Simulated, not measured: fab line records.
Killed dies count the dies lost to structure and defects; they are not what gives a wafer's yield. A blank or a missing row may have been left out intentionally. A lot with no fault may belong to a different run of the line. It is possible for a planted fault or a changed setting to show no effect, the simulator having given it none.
Split-lot study | flow ritCmos | 23 wafers read across 5 lots, on a route 202 steps long

## THE SPLIT
At RIT_NLDD_IMPLANT_08, the setting energyKev was moved away from the recipe's 20 on 8 of the 23 wafers read, by -3.4% to +5.8%. For the rest of the wafers, this setting stayed at what the recipe calls for.

## THE PATH FROM SPLIT TO READING: the file shows 1 step between them
- RIT_NLDD_STRIP_09: strips in O2, time 180 s

## THE READING
NLDD_TW, at RIT_NLDD_TW_MEAS_10. Fault-free wafers of this fab line usually give 2500, standard deviation 17.

wafer  | tool, chamber at the split | energyKev as run | against the recipe | NLDD_TW | against lot-mates on the recipe
L074.1 | implanter-02, 0            | 20               | recipe             | 2497    | -
L074.2 | implanter-02, 0            | 20               | recipe             | 2494    | -
L074.3 | implanter-02, 0            | 20               | recipe             | 2495    | -
L074.4 | implanter-02, 0            | 20               | recipe             | 2471    | -
L074.5 | implanter-02, 0            | 20               | recipe             | 2487    | -
L078.1 | implanter-02, 0            | 20               | recipe             | 2497    | -
L078.2 | implanter-02, 0            | 20               | recipe             | 2498    | -
L078.3 | implanter-02, 0            | 21.16            | +5.8%              | 2541    | +44
L078.5 | implanter-02, 0            | 21.16            | +5.8%              | 2544    | +46
L078.6 | implanter-02, 0            | 21.16            | +5.8%              | 2538    | +40
L079.2 | implanter-02, 0            | 20               | recipe             | 2511    | -
L079.3 | implanter-02, 0            | 20.71            | +3.6%              | 2532    | +16
L079.4 | implanter-02, 0            | 20.71            | +3.6%              | 2546    | +30
L079.5 | implanter-02, 0            | 20               | recipe             | 2522    | -
L079.6 | implanter-02, 0            | 20.71            | +3.6%              | 2558    | +42
L084.1 | implanter-02, 0            | 20               | recipe             | 2475    | -
L084.2 | implanter-02, 0            | 20               | recipe             | 2469    | -
L084.3 | implanter-02, 0            | 20               | recipe             | 2472    | -
L084.5 | implanter-02, 0            | 19.32            | -3.4%              | 2443    | -29
L084.6 | implanter-02, 0            | 19.32            | -3.4%              | 2440    | -32
L085.2 | implanter-01, 0            | 20               | recipe             | 2501    | -
L085.4 | implanter-01, 0            | 20               | recipe             | 2497    | -
L085.5 | implanter-01, 0            | 20               | recipe             | 2493    | -

THE FIT
A straight line over all 23 wafers: NLDD_TW changes by +11.1 for each +1% of energyKev; r = +0.88; the points scatter about the line by 16.
The same after taking each lot's own level away (the mean of its wafers on the recipe; 23 wafers): +7.93 for each +1%; r = +0.95; scatter 6.8.
The reading moves by 46 for the largest change in energyKev, on that fit.
Across the lots, their own levels run from 2472.0 to 2516.5, a range of 2.6 times the standard deviation given above.
In other words, the slope is changed by the lot-to-lot level; the two fits disagree.
Check: +45.9 against its lot-mates is what the line predicts for one of the wafers moved furthest among these (+5.8%) when that wafer is left out of the fit. Against them it came out at +43.5.

## THESE WAFERS: OTHER SPLITS
These wafers also went through other splits before the reading. Each is held against what the fit with the lots' levels taken away leaves over:
other split on the same wafers  | wafers away from the commonest value | r with NLDD_TW (lot level and that fit taken away)
RIT_ACTIVE_OXIDATION_01 tempC   | 10                                   | +0.01
RIT_ACTIVE_COAT_06 spinRpm      | 11                                   | -0.11
RIT_FOX2_OXIDATION_00 tempC     | 18                                   | +0.06
RIT_FOX2_WET_ETCH_03 timeS      | 18                                   | -0.01
RIT_NWELL_IMPLANT_08 doseCm2    | 4                                    | -0.32
RIT_PWELL_IMPLANT_08 doseCm2    | 10                                   | +0.32
RIT_PRETRO_COAT_01 spinRpm      | 7                                    | -0.20
RIT_PRETRO_IMPLANT_08 energyKev | 11                                   | +0.40
RIT_GATE_WET_ETCH_00 timeS      | 15                                   | -0.03
RIT_GATE_EXPOSE_13 doseMj       | 10                                   | +0.17

## THE WHOLE CHAIN: every reading that the file lists as answering this split, in the file's order
step                | what it does | reading                                                        | change (the file's fit)                | r (the file's)
RIT_NLDD_IMPLANT_08 |              | implant.rpNm (the simulator's own value, which no gauge read)  | +0.183 nm for each +1% of the setting  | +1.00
RIT_NLDD_IMPLANT_08 |              | implant.drpNm (the simulator's own value, which no gauge read) | +0.0777 nm for each +1% of the setting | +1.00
RIT_NLDD_TW_MEAS_10 |              | NLDD_TW                                                        | +7.95 for each +1% of the setting      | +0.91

## THE FILE'S OWN FIT
NLDD_TW changes by +7.95 for each +1% of energyKev, r = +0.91.
